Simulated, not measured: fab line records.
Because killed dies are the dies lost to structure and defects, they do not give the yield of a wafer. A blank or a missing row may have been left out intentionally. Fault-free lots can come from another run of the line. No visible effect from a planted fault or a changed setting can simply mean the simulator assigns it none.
Which tool is to blame? -- flow rit_cmos -- 6 lots with 18 wafers sampled at 3 steps, on a route of 202 steps

WHAT THE GAUGES SHOWED, per wafer
RIT_SPACER_THK_MEAS_04.
lot,measured,on,SPACER_NITRIDE_THK (nm)
L706,day 3 18:07,film_metro-02,249.8 248.2 247.8
L708,day 4 06:14,film_metro-01,249.5 249.8 250.4
L711,day 4 20:52,film_metro-01,251.2 251.0 252.3
L713,day 5 09:02,film_metro-04,253.5 251.1 253.3
L716,day 6 04:07,film_metro-02,254.5 255.7 255.1
L719,day 6 17:19,film_metro-01,206.5 203.9 205.0

WHICH TOOL RAN EACH LOT (tool, then ch and the chambers of the sampled wafers, then the start)
lot,RIT_NWELL_STRIP_09,RIT_SPACER_CVD_03
L706,"plasma_asher-04 ch 0,1, day 2 17:31","lpcvd-02 ch 0, day 3 16:11"
L708,"plasma_asher-01 ch 0,1, day 3 02:49","lpcvd-01 ch 1, day 4 04:19"
L711,"plasma_asher-01 ch 0,1, day 3 18:34","lpcvd-01 ch 1, day 4 18:56"
L713,"plasma_asher-02 ch 0,1, day 4 05:21","lpcvd-01 ch 0, day 5 07:07"
L716,"plasma_asher-01 ch 0,1, day 4 21:55","lpcvd-02 ch 1, day 6 02:11"
L719,"plasma_asher-02 ch 0,1, day 5 12:14","lpcvd-02 ch 1, day 6 15:23"
- RIT_NWELL_STRIP_09: strips in O2, time 180 s.
- RIT_SPACER_CVD_03: deposits Si3N4 from SiH2Cl2/NH3, target thk 250 nm, time 3300 s.

THE ANSWER, worked out from the rows above alone
Rule: the usual values come from the lots themselves. Put in order of their means at a reading, lots are off if they are a third of the lots or fewer, leave a main group of 4 or more, and stand apart from it by a gap of 3 or more times the standard deviation of the main group's means; of several such gaps the widest counts. A main group whose means are all the same, to the digits that the tables above print for the reading, isn't used. A lot without any number at a reading at which 4 lots or more have one is off too. Any other lot the step has rows for is counted as sound.
Off: at RIT_SPACER_THK_MEAS_04 (SPACER_NITRIDE_THK), L719. The main group has a mean of 251.5 nm with a standard deviation of 2.2.
If a tool, at a process step before that reading, ran all the lots that are off and no sound lot after the first of them, it fits. Those tools and the gauges at RIT_SPACER_THK_MEAS_04 are tried in the same way. Can't be told from this: 3 tools fit, plasma_asher-02 at RIT_NWELL_STRIP_09, lpcvd-02 at RIT_SPACER_CVD_03, film_metro-01 at RIT_SPACER_THK_MEAS_04.

WHAT THE SIMULATOR PUT IN
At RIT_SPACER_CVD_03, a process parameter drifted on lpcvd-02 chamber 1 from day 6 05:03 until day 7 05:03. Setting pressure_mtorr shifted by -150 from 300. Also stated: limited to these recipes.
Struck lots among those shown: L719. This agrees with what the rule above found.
